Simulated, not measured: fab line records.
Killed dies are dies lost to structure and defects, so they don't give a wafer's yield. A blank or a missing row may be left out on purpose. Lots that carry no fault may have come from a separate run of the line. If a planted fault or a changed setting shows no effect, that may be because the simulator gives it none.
The tool behind it: which one? -- flow rit_cmos -- 42 wafers from 14 lots sampled at 6 of the route's 202 steps

== WHAT THE GAUGES READ, wafer by wafer ==
RIT_WELLDRIVE_RS_MEAS_01: the measuring method here is four-point-probe. Usual: NWELL_RS gives 275.5 ohm/sq (standard deviation 0.85).
lot,measured,on,NWELL_RS (ohm/sq),flag
L246,day 2 04:49,film_metro-02,275.2 276.0 275.0,
L247,day 2 10:44,film_metro-03,275.3 275.7 276.3,
L249,day 2 22:52,film_metro-03,275.5 275.2 274.3,
L250,day 2 23:47,film_metro-04,276.7 276.2 276.7,
L251,day 3 05:45,film_metro-02,275.4 275.4 274.7,
L252,day 3 10:54,film_metro-03,275.7 276.4 275.6,
L254,day 3 19:50,film_metro-03,345.2 346.0 346.5,OFF
L255,day 4 01:25,film_metro-02,346.8 346.6 346.0,OFF
L261,day 5 07:03,film_metro-03,276.6 275.7 275.6,
L263,day 5 16:29,film_metro-02,276.2 276.0 275.6,
L264,day 5 21:53,film_metro-03,275.0 275.0 275.6,
L267,day 6 13:27,film_metro-03,275.4 275.2 275.1,
L268,day 6 17:50,film_metro-03,275.1 274.0 274.1,
L269,day 7 00:09,film_metro-02,275.8 275.4 274.8,

RIT_WELLDRIVE_RS_MEAS_02: the measuring method here is four-point-probe. Usual: PWELL_RS gives 429.6 ohm/sq (standard deviation 1.3).
lot,measured,on,PWELL_RS (ohm/sq),flag
L246,day 2 04:56,film_metro-02,429.7 430.6 429.5,
L247,day 2 10:52,film_metro-03,427.6 429.4 426.6,
L249,day 2 22:59,film_metro-03,429.4 429.7 430.5,
L250,day 2 23:55,film_metro-04,430.8 431.6 430.4,
L251,day 3 05:52,film_metro-02,427.6 427.8 428.2,
L252,day 3 11:01,film_metro-03,428.3 430.1 428.9,
L254,day 3 19:58,film_metro-03,494.4 496.0 492.6,OFF
L255,day 4 01:32,film_metro-02,494.1 493.2 494.4,OFF
L261,day 5 07:10,film_metro-03,429.0 429.1 428.6,
L263,day 5 16:37,film_metro-02,430.3 429.4 430.4,
L264,day 5 22:01,film_metro-03,429.8 432.2 430.8,
L267,day 6 13:34,film_metro-03,427.0 428.2 428.4,
L268,day 6 17:58,film_metro-03,431.7 430.1 430.4,
L269,day 7 00:16,film_metro-02,432.3 431.4 431.5,

RIT_GATE_OVL_MEAS_17. Usual: GATE_OVL gives -0.9 nm (standard deviation 1.4).
lot,measured,on,GATE_OVL (nm),flag
L246,day 2 14:16,overlay-01,-0.2 -1.1 0.1,
L247,day 2 18:45,overlay-02,0.0 -1.0 -1.6,
L249,day 3 08:15,overlay-02,-1.6 -1.5 -2.2,
L250,day 3 08:29,overlay-01,-1.3 -0.2 -1.6,
L251,day 3 14:24,overlay-02,-1.7 0.6 -1.2,
L252,day 3 19:37,overlay-02,-2.1 -3.2 -1.6,
L254,day 4 05:09,overlay-02,0.4 -0.7 0.0,
L255,day 4 10:29,overlay-02,-2.2 -2.1 -4.0,
L261,day 5 15:17,overlay-02,-3.8 -3.0 -3.5,
L263,day 6 01:01,overlay-01,0.0 0.2 0.2,
L264,day 6 06:53,overlay-02,-2.9 -3.6 -3.2,
L267,day 6 22:07,overlay-02,-3.1 -1.0 -1.7,
L268,day 7 01:59,overlay-01,-3.1 -1.0 -2.7,
L269,day 7 09:28,overlay-01,-0.4 -0.4 -0.5,

== WHAT TOOL EACH LOT RAN ON (gives the tool, then ch and the chambers of the sampled wafers, and finally the start) ==
lot,RIT_WELLDRIVE_ANNEAL_00,RIT_NRETRO_STRIP_09,RIT_PRETRO_STRIP_09
L246,"furnace-03 ch 0, day 1 23:44","plasma_asher-01 ch 1, day 2 06:38","plasma_asher-01 ch 0, day 2 08:11"
L247,"furnace-01 ch 0, day 2 05:39","plasma_asher-01 ch 0,1, day 2 12:25","plasma_asher-04 ch 0,1, day 2 13:58"
L249,"furnace-01 ch 0, day 2 17:47","plasma_asher-04 ch 0,1, day 3 00:27","plasma_asher-03 ch 0,1, day 3 02:10"
L250,"furnace-03 ch 0, day 2 18:43","plasma_asher-02 ch 0,1, day 3 01:38","plasma_asher-04 ch 0,1, day 3 03:19"
L251,"furnace-03 ch 0, day 3 00:39","plasma_asher-02 ch 1, day 3 07:17","plasma_asher-03 ch 0,1, day 3 09:01"
L252,"furnace-01 ch 0, day 3 05:47","plasma_asher-01 ch 0,1, day 3 12:35","plasma_asher-01 ch 0,1, day 3 14:08"
L254,"furnace-03 ch 0, day 3 14:46","plasma_asher-02 ch 0,1, day 3 21:31","plasma_asher-01 ch 0,1, day 3 23:04"
L255,"furnace-03 ch 0, day 3 20:20","plasma_asher-02 ch 0,1, day 4 03:06","plasma_asher-01 ch 0,1, day 4 04:47"
L261,"furnace-02 ch 0, day 5 01:58","plasma_asher-01 ch 0,1, day 5 08:37","plasma_asher-01 ch 0,1, day 5 10:17"
L263,"furnace-01 ch 0, day 5 11:25","plasma_asher-02 ch 0,1, day 5 18:10","plasma_asher-03 ch 0,1, day 5 20:04"
L264,"furnace-01 ch 0, day 5 16:49","plasma_asher-02 ch 1, day 5 23:34","plasma_asher-04 ch 0,1, day 6 01:07"
L267,"furnace-02 ch 0, day 6 08:22","plasma_asher-04 ch 0,1, day 6 15:01","plasma_asher-03 ch 0,1, day 6 16:34"
L268,"furnace-01 ch 0, day 6 12:46","plasma_asher-04 ch 0,1, day 6 19:31","plasma_asher-04 ch 0,1, day 6 21:12"
L269,"furnace-03 ch 0, day 6 19:03","plasma_asher-04 ch 0,1, day 7 01:54","plasma_asher-04 ch 0,1, day 7 03:44"
- RIT_WELLDRIVE_ANNEAL_00: time 14700 s.
- RIT_NRETRO_STRIP_09: strips in O2, time 180 s.
- RIT_PRETRO_STRIP_09: strips in O2, time 180 s.

== WHAT THE TOOLS THEMSELVES READ (means of the sampled wafers that have a number; where no wafer has one, the mark that the record gives instead) ==
RIT_WELLDRIVE_ANNEAL_00. Usual: spike_tc_centre_C 1102.3 C, standard deviation 1.1; spike_tc_load_C 1126 C, standard deviation 3.7; spike_tc_source_C 1126 C, standard deviation 3; tube_center_temp_C 1100 C, standard deviation 0.096; tube_center_temp_C_max 1102.8, standard deviation 0.48.
lot,tool,spike_tc_centre_C (C),spike_tc_load_C (C),spike_tc_source_C (C),tube_center_temp_C (C),tube_center_temp_C_max,flag
L246,furnace-03,1102.4,1121,1126,1100,1102.4,
L247,furnace-01,1101.8,1128,1123,1100,1102.5,
L249,furnace-01,1103.3,1128,1122,1100,1103.4,
L250,furnace-03,1102.3,1122,1127,1100,1102.6,
L251,furnace-03,1102.0,1121,1125,1100,1102.9,
L252,furnace-01,1103.1,1128,1123,1100,1102.9,
L254,furnace-03,1040.8,1062,1066,1040,1042.7,OFF
L255,furnace-03,1042.9,1061,1065,1040,1042.7,OFF
L261,furnace-02,1101.5,1130,1130,1100,1102.3,
L263,furnace-01,1102.0,1129,1123,1100,1103.1,
L264,furnace-01,1102.5,1128,1122,1100,1102.5,
L267,furnace-02,1102.3,1129,1130,1100,1103.4,
L268,furnace-01,1102.8,1127,1123,1100,1102.7,
L269,furnace-03,1102.8,1121,1126,1100,1102.9,

RIT_NRETRO_STRIP_09. Usual: drypump_motor_current_A 5.7 A, standard deviation 0.46.
lot,tool,drypump_motor_current_A (A),flag
L246,plasma_asher-01,6.2,
L247,plasma_asher-01,5.9,
L249,plasma_asher-04,5.8,
L250,plasma_asher-02,5.3,
L251,plasma_asher-02,4.9,
L252,plasma_asher-01,5.9,
L254,plasma_asher-02,5.7,
L255,plasma_asher-02,5.7,
L261,plasma_asher-01,5.9,
L263,plasma_asher-02,5.3,
L264,plasma_asher-02,4.9,
L267,plasma_asher-04,5.8,
L268,plasma_asher-04,5.8,
L269,plasma_asher-04,5.8,

RIT_PRETRO_STRIP_09. Usual: drypump_motor_current_A 5.7 A, standard deviation 0.39.
lot,tool,drypump_motor_current_A (A),flag
L246,plasma_asher-01,5.4,
L247,plasma_asher-04,5.8,
L249,plasma_asher-03,5.5,
L250,plasma_asher-04,5.8,
L251,plasma_asher-03,5.5,
L252,plasma_asher-01,5.7,
L254,plasma_asher-01,5.6,
L255,plasma_asher-01,5.6,
L261,plasma_asher-01,5.9,
L263,plasma_asher-03,5.5,
L264,plasma_asher-04,5.8,
L267,plasma_asher-03,5.5,
L268,plasma_asher-04,5.8,
L269,plasma_asher-04,5.8,

== THE ANSWER, worked out from the rows above alone ==
Rule: a lot is off if the mean of its wafers that have a number lies more than 3 standard deviations from the usual mean. Also off: a lot with no number at a reading for which 4 or more lots have one. The other lots that the step has rows for count as sound. After the gauges, taken in route order, come the tools' own readings; for these a lot's mean is taken, as printed above. At the first step where some lot is off, the reading lying furthest off is the one used; lots without a number count as furthest.
Off: at RIT_WELLDRIVE_RS_MEAS_01 (NWELL_RS), L254, L255.
If a tool, at a process step before that reading, ran all the lots that are off and no sound lot after the first of them, it fits. Not tried: the gauges at RIT_WELLDRIVE_RS_MEAS_01; whatever is off there is also off at RIT_WELLDRIVE_ANNEAL_00, on other tools, and gauge error can't account for it. No candidate that was tried fits.

== WHAT THE SIMULATOR HAD PUT IN ==
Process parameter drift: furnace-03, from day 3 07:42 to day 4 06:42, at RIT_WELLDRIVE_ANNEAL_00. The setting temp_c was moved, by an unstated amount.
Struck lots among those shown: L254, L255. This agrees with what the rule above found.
